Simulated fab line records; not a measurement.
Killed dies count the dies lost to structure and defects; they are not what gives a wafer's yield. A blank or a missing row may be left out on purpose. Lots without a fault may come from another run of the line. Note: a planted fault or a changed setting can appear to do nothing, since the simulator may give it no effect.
What tool caused it? || flow rit_cmos || 12 lots with 36 wafers sampled at 3 steps, on a route of 202 steps

## WHAT EACH GAUGE READ, for each wafer
The record lacks any reading of a measuring or inspecting step that a usual standard deviation could be used to judge.

## WHAT TOOL EACH LOT RAN ON (gives the tool, then ch and the chambers of the sampled wafers, and finally the start)
{"lot": "L610", "RIT_ACTIVE_ETCH_13": "rie_diel-02 ch 0,3, day 1 15:55", "RIT_SILICIDE_SPUTTER_01": "pvd_sputter-01, day 3 14:33", "RIT_M1_PROBE_99": "-"}
{"lot": "L611", "RIT_ACTIVE_ETCH_13": "rie_diel-01 ch 0,1,3, day 1 22:57", "RIT_SILICIDE_SPUTTER_01": "pvd_sputter-03, day 3 21:08", "RIT_M1_PROBE_99": "prober-02, day 4 04:01"}
{"lot": "L613", "RIT_ACTIVE_ETCH_13": "rie_diel-01 ch 1,2,3, day 2 07:48", "RIT_SILICIDE_SPUTTER_01": "pvd_sputter-03, day 4 05:27", "RIT_M1_PROBE_99": "-"}
{"lot": "L615", "RIT_ACTIVE_ETCH_13": "rie_diel-01 ch 1,2,3, day 2 17:14", "RIT_SILICIDE_SPUTTER_01": "pvd_sputter-03, day 4 13:40", "RIT_M1_PROBE_99": "-"}
{"lot": "L616", "RIT_ACTIVE_ETCH_13": "rie_diel-03 ch 0,1,3, day 2 23:21", "RIT_SILICIDE_SPUTTER_01": "pvd_sputter-01, day 4 16:50", "RIT_M1_PROBE_99": "-"}
{"lot": "L620", "RIT_ACTIVE_ETCH_13": "rie_diel-01 ch 0,1, day 3 16:59", "RIT_SILICIDE_SPUTTER_01": "pvd_sputter-04, day 5 11:52", "RIT_M1_PROBE_99": "prober-02, day 5 19:04"}
{"lot": "L623", "RIT_ACTIVE_ETCH_13": "rie_diel-03 ch 0,2, day 4 08:42", "RIT_SILICIDE_SPUTTER_01": "pvd_sputter-03, day 6 01:38", "RIT_M1_PROBE_99": "prober-01, day 6 08:26"}
{"lot": "L625", "RIT_ACTIVE_ETCH_13": "rie_diel-03 ch 0,1,3, day 4 17:43", "RIT_SILICIDE_SPUTTER_01": "pvd_sputter-03, day 6 14:08", "RIT_M1_PROBE_99": "-"}
{"lot": "L626", "RIT_ACTIVE_ETCH_13": "rie_diel-03 ch 0,2,3, day 4 22:51", "RIT_SILICIDE_SPUTTER_01": "pvd_sputter-01, day 6 22:01", "RIT_M1_PROBE_99": "prober-01, day 7 05:10"}
{"lot": "L631", "RIT_ACTIVE_ETCH_13": "rie_diel-02 ch 0,1,3, day 6 03:05", "RIT_SILICIDE_SPUTTER_01": "pvd_sputter-03, day 7 19:02", "RIT_M1_PROBE_99": "-"}
{"lot": "L632", "RIT_ACTIVE_ETCH_13": "rie_diel-02 ch 1,2, day 6 05:26", "RIT_SILICIDE_SPUTTER_01": "pvd_sputter-01, day 7 23:56", "RIT_M1_PROBE_99": "prober-01, day 8 06:50"}
{"lot": "L633", "RIT_ACTIVE_ETCH_13": "rie_diel-01 ch 1,2,3, day 6 10:56", "RIT_SILICIDE_SPUTTER_01": "pvd_sputter-03, day 8 06:25", "RIT_M1_PROBE_99": "-"}
- RIT_ACTIVE_ETCH_13: etches Si3N4 in SF6, stops on SiO2, time 210 s, target depth 210 nm.
- RIT_SILICIDE_SPUTTER_01: material Ti, target thk 30 nm, time 240 s.
- RIT_M1_PROBE_99

## AS READ BY THE TOOLS THEMSELVES (means over the sampled wafers that have a number; for cases with no such wafer, the mark the record gives instead)
RIT_ACTIVE_ETCH_13. Usual: drypump_motor_current_A 5.4 A, standard deviation 0.45; oes_product_au 0.816 a.u., standard deviation 0.017; run_length_s 238.3 s, standard deviation 0.46; throttle_valve_pct 7.48 %, standard deviation 0.098.
{"lot": "L610", "tool": "rie_diel-02", "drypump_motor_current_A (A)": 5.9, "oes_product_au (a.u.)": 0.799, "run_length_s (s)": 238.4, "throttle_valve_pct (%)": 7.68, "flag": ""}
{"lot": "L611", "tool": "rie_diel-01", "drypump_motor_current_A (A)": 5.3, "oes_product_au (a.u.)": 0.821, "run_length_s (s)": 238.4, "throttle_valve_pct (%)": 7.47, "flag": ""}
{"lot": "L613", "tool": "rie_diel-01", "drypump_motor_current_A (A)": 5.2, "oes_product_au (a.u.)": 0.817, "run_length_s (s)": 238.2, "throttle_valve_pct (%)": 7.49, "flag": ""}
{"lot": "L615", "tool": "rie_diel-01", "drypump_motor_current_A (A)": 5.2, "oes_product_au (a.u.)": 0.844, "run_length_s (s)": 231.4, "throttle_valve_pct (%)": 7.50, "flag": "OFF"}
{"lot": "L616", "tool": "rie_diel-03", "drypump_motor_current_A (A)": 5.5, "oes_product_au (a.u.)": 0.815, "run_length_s (s)": 238.4, "throttle_valve_pct (%)": 7.47, "flag": ""}
{"lot": "L620", "tool": "rie_diel-01", "drypump_motor_current_A (A)": 5.3, "oes_product_au (a.u.)": 0.870, "run_length_s (s)": 231.4, "throttle_valve_pct (%)": 7.47, "flag": "OFF"}
{"lot": "L623", "tool": "rie_diel-03", "drypump_motor_current_A (A)": 5.5, "oes_product_au (a.u.)": 0.816, "run_length_s (s)": 238.4, "throttle_valve_pct (%)": 7.51, "flag": ""}
{"lot": "L625", "tool": "rie_diel-03", "drypump_motor_current_A (A)": 5.5, "oes_product_au (a.u.)": 0.814, "run_length_s (s)": 238.3, "throttle_valve_pct (%)": 7.47, "flag": ""}
{"lot": "L626", "tool": "rie_diel-03", "drypump_motor_current_A (A)": 5.2, "oes_product_au (a.u.)": 0.812, "run_length_s (s)": 238.2, "throttle_valve_pct (%)": 7.48, "flag": ""}
{"lot": "L631", "tool": "rie_diel-02", "drypump_motor_current_A (A)": 6.0, "oes_product_au (a.u.)": 0.806, "run_length_s (s)": 238.5, "throttle_valve_pct (%)": 7.59, "flag": ""}
{"lot": "L632", "tool": "rie_diel-02", "drypump_motor_current_A (A)": 6.1, "oes_product_au (a.u.)": 0.807, "run_length_s (s)": 238.1, "throttle_valve_pct (%)": 7.44, "flag": ""}
{"lot": "L633", "tool": "rie_diel-01", "drypump_motor_current_A (A)": 5.2, "oes_product_au (a.u.)": 0.810, "run_length_s (s)": 237.9, "throttle_valve_pct (%)": 7.50, "flag": ""}

RIT_SILICIDE_SPUTTER_01. Usual: throttle_valve_pct 29.8 %, standard deviation 0.95.
{"lot": "L610", "tool": "pvd_sputter-01", "throttle_valve_pct (%)": 29.3, "flag": ""}
{"lot": "L611", "tool": "pvd_sputter-03", "throttle_valve_pct (%)": 29.8, "flag": ""}
{"lot": "L613", "tool": "pvd_sputter-03", "throttle_valve_pct (%)": 29.9, "flag": ""}
{"lot": "L615", "tool": "pvd_sputter-03", "throttle_valve_pct (%)": 29.9, "flag": ""}
{"lot": "L616", "tool": "pvd_sputter-01", "throttle_valve_pct (%)": 30.4, "flag": ""}
{"lot": "L620", "tool": "pvd_sputter-04", "throttle_valve_pct (%)": 29.9, "flag": ""}
{"lot": "L623", "tool": "pvd_sputter-03", "throttle_valve_pct (%)": 29.3, "flag": ""}
{"lot": "L625", "tool": "pvd_sputter-03", "throttle_valve_pct (%)": 29.4, "flag": ""}
{"lot": "L626", "tool": "pvd_sputter-01", "throttle_valve_pct (%)": 30.5, "flag": ""}
{"lot": "L631", "tool": "pvd_sputter-03", "throttle_valve_pct (%)": 29.6, "flag": ""}
{"lot": "L632", "tool": "pvd_sputter-01", "throttle_valve_pct (%)": 30.6, "flag": ""}
{"lot": "L633", "tool": "pvd_sputter-03", "throttle_valve_pct (%)": 29.7, "flag": ""}

RIT_M1_PROBE_99. Usual: killed_at_contacts 0.1, standard deviation 0.27; killed_at_front_end 6.5, standard deviation 2.8; killed_dies 6.6, standard deviation 2.8; killed_open 3.5, standard deviation 2; killed_short 3.2, standard deviation 1.8.
{"lot": "L611", "tool": "prober-02", "killed_at_contacts": 0.0, "killed_at_front_end": 11.7, "killed_dies": 11.7, "killed_open": 6.7, "killed_short": 5.0, "flag": ""}
{"lot": "L620", "tool": "prober-02", "killed_at_contacts": 0.3, "killed_at_front_end": 7.3, "killed_dies": 7.7, "killed_open": 4.0, "killed_short": 3.7, "flag": ""}
{"lot": "L623", "tool": "prober-01", "killed_at_contacts": 0.3, "killed_at_front_end": 5.3, "killed_dies": 5.7, "killed_open": 2.7, "killed_short": 3.0, "flag": ""}
{"lot": "L626", "tool": "prober-01", "killed_at_contacts": 0.0, "killed_at_front_end": 5.5, "killed_dies": 5.5, "killed_open": 2.5, "killed_short": 3.0, "flag": ""}
{"lot": "L632", "tool": "prober-01", "killed_at_contacts": 0.0, "killed_at_front_end": 8.0, "killed_dies": 8.0, "killed_open": 4.0, "killed_short": 4.0, "flag": ""}

## THE ANSWER, worked out from the rows above alone
Rule: lot off if the mean of its wafers having a number is beyond 3 standard deviations from the usual mean. A lot without any number at a reading at which 4 lots or more have one is off too. All remaining lots with rows at the step are treated as sound. First the gauges in route order, then the tools' own readings, where a lot's mean is used as printed above. The first step at which some lot is off is used, and at that step the reading that is off furthest; a lot without a number counts as furthest.
Off, at RIT_ACTIVE_ETCH_13 on run_length_s: L615, L620.
A tool fits if, at that step or a process step before it, it ran every lot that is off, and no sound lot after the first of them. Of those tried, none fits.

## WHAT WAS PUT IN BY THE SIMULATOR
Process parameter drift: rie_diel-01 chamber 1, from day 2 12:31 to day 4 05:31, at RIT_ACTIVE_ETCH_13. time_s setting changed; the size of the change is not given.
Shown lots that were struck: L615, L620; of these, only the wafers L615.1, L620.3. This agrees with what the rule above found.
